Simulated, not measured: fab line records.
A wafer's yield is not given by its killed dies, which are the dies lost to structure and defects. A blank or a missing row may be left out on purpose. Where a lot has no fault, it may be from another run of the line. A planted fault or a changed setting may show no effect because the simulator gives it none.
Which tool did it? + flow berkeley_cmos170 + Sampling: 14 lots, 42 wafers, 4 of 331 route steps

## WHAT EACH GAUGE READ, for each wafer
UCB170_CONTACT_THK_MEAS_02.
| lot  | measured     | on            | CONTACT_PSG_THK (nm) |
|------|--------------|---------------|----------------------|
| L972 | day 7 17:17  | film_metro-04 | 687 692 691          |
| L973 | day 8 06:11  | film_metro-04 | 700 705 705          |
| L977 | day 8 21:57  | film_metro-03 | 698 701 704          |
| L976 | day 8 23:44  | film_metro-03 | 707 699 702          |
| L975 | day 8 23:44  | film_metro-04 | 707 710 710          |
| L980 | day 9 22:28  | film_metro-03 | 707 700 707          |
| L981 | day 9 23:44  | film_metro-03 | 691 691 690          |
| L985 | day 11 04:02 | film_metro-01 | 696 695 695          |
| L986 | day 11 05:17 | film_metro-01 | 697 696 706          |
| L990 | day 11 16:17 | film_metro-04 | 699 703 701          |
| L988 | day 11 17:23 | film_metro-04 | 699 701 709          |
| L991 | day 12 01:26 | film_metro-04 | 705 701 702          |
| L993 | day 12 18:08 | film_metro-04 | 699 696 692          |
| L992 | day 12 18:09 | film_metro-03 | 698 695 702          |

UCB170_CONTACT_CD_MEAS_15: the cd target is 700 nm.
| lot  | measured     | on        | cd_nm (nm)        |
|------|--------------|-----------|-------------------|
| L972 | day 7 19:29  | cd_sem-01 | 701.4 701.4 701.0 |
| L973 | day 8 08:41  | cd_sem-01 | 699.4 699.4 699.1 |
| L977 | day 9 00:14  | cd_sem-02 | 699.5 698.6 699.2 |
| L976 | day 9 01:26  | cd_sem-01 | 700.7 702.2 700.8 |
| L975 | day 9 01:44  | cd_sem-02 | 698.6 698.7 700.0 |
| L980 | day 10 00:59 | cd_sem-01 | 700.9 699.6 700.2 |
| L981 | day 10 03:03 | cd_sem-02 | 700.4 700.1 701.7 |
| L985 | day 11 06:04 | cd_sem-01 | 698.5 698.0 699.6 |
| L986 | day 11 07:00 | cd_sem-01 | 700.5 698.9 699.3 |
| L990 | day 11 18:25 | cd_sem-02 | 698.2 699.0 698.3 |
| L988 | day 11 19:28 | cd_sem-01 | 701.9 702.7 702.5 |
| L991 | day 12 03:38 | cd_sem-02 | 701.2 701.0 701.0 |
| L993 | day 12 20:10 | cd_sem-01 | 699.2 698.5 699.6 |
| L992 | day 12 20:11 | cd_sem-02 | 702.1 702.7 699.6 |

UCB170_V1_THK_MEAS_04.
| lot  | measured     | on            | V1_POLISHED_THK (nm) |
|------|--------------|---------------|----------------------|
| L972 | day 8 04:43  | film_metro-04 | 1002.7 1000.0 1003.8 |
| L973 | day 8 14:19  | film_metro-02 | 1002.2 999.1 999.3   |
| L977 | day 9 04:41  | film_metro-02 | 999.5 1001.1 998.0   |
| L976 | day 9 06:10  | film_metro-03 | 999.4 999.6 999.2    |
| L975 | day 9 07:30  | film_metro-02 | 1001.0 999.9 1002.0  |
| L980 | day 10 06:27 | film_metro-03 | 1001.3 1002.3 1001.1 |
| L981 | day 10 09:11 | film_metro-04 | 999.8 1003.1 1002.3  |
| L985 | day 11 11:01 | film_metro-03 | 997.3 998.5 997.9    |
| L986 | day 11 12:21 | film_metro-04 | 1001.1 1000.4 1000.4 |
| L990 | day 12 00:02 | film_metro-02 | 997.4 1001.7 998.9   |
| L988 | day 12 00:02 | film_metro-04 | 1000.4 1002.8 1002.0 |
| L991 | day 12 07:58 | film_metro-02 | 999.5 997.2 999.0    |
| L993 | day 13 01:46 | film_metro-04 | 1000.0 1000.6 999.2  |
| L992 | day 13 01:29 | film_metro-02 | 999.4 1001.1 999.2   |

## EACH LOT AND THE TOOL THAT RAN IT (in order: tool; ch and the chambers of the sampled wafers; start)
| lot  | UCB170_M1_ETCH_11                  |
|------|------------------------------------|
| L972 | rie_diel-02 ch 2,3, day 7 22:57    |
| L973 | rie_diel-03 ch 0,2, day 8 10:47    |
| L977 | rie_diel-02 ch 0,1,2, day 9 02:19  |
| L976 | rie_diel-03 ch 1,2,3, day 9 03:48  |
| L975 | rie_diel-02 ch 1,2,3, day 9 04:14  |
| L980 | rie_diel-02 ch 0,2, day 10 04:05   |
| L981 | rie_diel-02 ch 0,1, day 10 06:02   |
| L985 | rie_diel-02 ch 0,1,2, day 11 08:08 |
| L986 | rie_diel-02 ch 1,2, day 11 09:02   |
| L990 | rie_diel-01 ch 0,3, day 11 20:28   |
| L988 | rie_diel-03 ch 1,3, day 11 21:39   |
| L991 | rie_diel-01 ch 0,2,3, day 12 05:36 |
| L993 | rie_diel-01 ch 0,2,3, day 12 22:22 |
| L992 | rie_diel-03 ch 1,2,3, day 12 22:08 |
- UCB170_M1_ETCH_11: etches BARC in N2/H2.

## AS READ BY THE TOOLS THEMSELVES (means over the sampled wafers that have a number; for cases with no such wafer, the mark the record gives instead)
UCB170_M1_ETCH_11.
| lot  | tool        | drypump_motor_current_A (A) | oes_product_au (a.u.) | throttle_valve_pct (%) |
|------|-------------|-----------------------------|-----------------------|------------------------|
| L972 | rie_diel-02 | 5.5                         | 1.009                 | 13.31                  |
| L973 | rie_diel-03 | 5.7                         | 0.981                 | 13.48                  |
| L977 | rie_diel-02 | 5.7                         | 0.995                 | 13.29                  |
| L976 | rie_diel-03 | 5.8                         | 0.980                 | 13.30                  |
| L975 | rie_diel-02 | 5.6                         | 1.014                 | 13.27                  |
| L980 | rie_diel-02 | 5.7                         | 0.981                 | 13.37                  |
| L981 | rie_diel-02 | 5.9                         | 0.979                 | 13.39                  |
| L985 | rie_diel-02 | 5.7                         | 1.367                 | 13.33                  |
| L986 | rie_diel-02 | 5.5                         | 1.395                 | 13.23                  |
| L990 | rie_diel-01 | 6.3                         | 1.039                 | 13.55                  |
| L988 | rie_diel-03 | 5.9                         | 0.972                 | 13.10                  |
| L991 | rie_diel-01 | 6.0                         | 1.021                 | 13.35                  |
| L993 | rie_diel-01 | 6.0                         | 1.020                 | 13.35                  |
| L992 | rie_diel-03 | 5.8                         | 0.997                 | 13.30                  |

## THE ANSWER, worked out from the rows above alone
Rule: the usual values come from the lots themselves. Put in order of their means at a reading, lots are off if they are a third of the lots or fewer, leave a main group of 4 or more, and stand apart from it by a gap of 3 or more times the standard deviation of the main group's means; of several such gaps the widest counts. If all means in a main group match to the digits the tables above print for the reading, that group is not used. Also off: a lot with no number at a reading for which 4 or more lots have one. Any other lot the step has rows for is counted as sound. After the gauges, taken in route order, come the tools' own readings; for these a lot's mean is taken, as printed above. The first step at which some lot is off is used, and at that step the reading that is off furthest; a lot without a number counts as furthest.
Off: L985, L986, at UCB170_M1_ETCH_11 (oes_product_au). Mean 0.999 a.u. and standard deviation 0.02 in the main group.
If a tool, at that step or one of the process steps before it, ran each lot that is off and ran no sound lot following the first of them, it fits. One fits: UCB170_M1_ETCH_11 on rie_diel-02. Its last sound lot is L981 (day 10 06:02), its first lot that is off L985 (day 11 08:08): a fault that began between those two fits.
The tool's own readings at UCB170_M1_ETCH_11 bear it out: on the lots that are off they differ by more than 5 times the standard deviation of the sound lots' means. oes_product_au reads 1.381 a.u. there against 0.999 a.u. on the sound lots.

## WHAT THE SIMULATOR HAD INSERTED
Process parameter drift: rie_diel-02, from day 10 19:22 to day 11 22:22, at UCB170_M1_ETCH_11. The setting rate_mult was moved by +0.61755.
Shown lots that were struck: L985, L986. Same finding as the rule above.
